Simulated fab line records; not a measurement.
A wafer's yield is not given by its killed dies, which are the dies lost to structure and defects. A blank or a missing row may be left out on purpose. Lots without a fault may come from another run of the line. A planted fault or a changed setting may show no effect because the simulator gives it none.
A lot that was struck, set against a sound lot | flow berkeley cmos170 | 16 out of 331 route steps
Sound: wafers L809.1, L809.3, L809.4. The struck wafers were L808.1, L808.4, L808.5. At the end, the cause is stated.
For every step that has rows: the tool of each side, followed by ch and its chambers, followed by its first start. Under that, the readings that differ: sound wafers | struck wafers | difference of the means | sigmas: that difference in standard deviations of wafers without a fault.
alike: a reading whose means differ by less than 2 such deviations, as well as words and numbers matching on both sides. not compared: withheld readings; readings where some wafer has no value; bounds like >300 that might hide an equal value; numbers whose values overlap and for which the record gives no deviation.
A row with sigmas, a row that says differs or no value, or rows on one side alone: a step with any of these is where the two part. Non-overlapping numbers with no deviation appear without sigmas and do not part them. A reading missing from all wafers of one side parts the sides only when that side holds two or more wafers.

first, 4 steps without rows for these wafers: UCB170_PWELL_WET_ETCH_19 (etches Si3N4 in H3PO4, time 14400 s); UCB170_PWELL_WET_ETCH_20 (etches SiO2 in BOE, time 22 s); UCB170_WELLDRIVE_CLEAN_00 (cleans in SPM, time 600 s); UCB170_WELLDRIVE_OXIDATION_01 (target thk 199 nm, ox time 9000 s).
UCB170_WELLDRIVE_THK_MEAS_02:
  struck on film metro-02, day 5 19:39; sound on film metro-04, day 6 05:23
  alike: WELLDRIVE_OXIDE_THK
then, 5 steps without rows for these wafers: UCB170_WELLDRIVE_ANNEAL_03 (time 900 s); UCB170_WELLDRIVE_WET_ETCH_04 (etches SiO2 in BOE, time 120 s); UCB170_ACTIVE_CLEAN_00 (cleans in SPM, time 600 s); UCB170_ACTIVE_CLEAN_01 (cleans in dHF, time 60 s); UCB170_ACTIVE_OXIDATION_02 (target thk 26.4 nm, ox time 1260 s).
UCB170_ACTIVE_THK_MEAS_03:
  struck on film metro-03, day 6 06:42; sound on film metro-02, day 6 15:22
  reading               | sound          | struck         | difference | sigmas
  ACTIVE_OXIDE_THK (nm) | 26.8 27.3 26.5 | 25.7 25.6 25.6 | -1.2       | -2
then, 1 step without rows for these wafers: UCB170_ACTIVE_ANNEAL_04 (time 900 s).
UCB170_ACTIVE_CVD_05: deposits Si3N4 from SiH2Cl2/NH3, target thk 220 nm, time 3300 s.
  sound on lpcvd-02 ch 0, day 6 20:44; struck on lpcvd-01 ch 1, day 6 13:36
UCB170_ACTIVE_THK_MEAS_06:
  struck on film metro-01, day 6 15:31; sound on film metro-02, day 6 22:43
  reading                 | sound             | struck            | difference | sigmas
  ACTIVE_NITRIDE_THK (nm) | 221.2 221.0 222.3 | 210.4 210.8 210.6 | -10.9      | -6
then, 2 steps without rows for these wafers: UCB170_ACTIVE_HMDS_07 (prime time 60 s); UCB170_M3_PROBE_99.

== WHERE THEY PART ==
Earliest at UCB170_ACTIVE_THK_MEAS_03; latest, in this record, at UCB170_ACTIVE_THK_MEAS_06.

WHY: whatever the simulator had introduced
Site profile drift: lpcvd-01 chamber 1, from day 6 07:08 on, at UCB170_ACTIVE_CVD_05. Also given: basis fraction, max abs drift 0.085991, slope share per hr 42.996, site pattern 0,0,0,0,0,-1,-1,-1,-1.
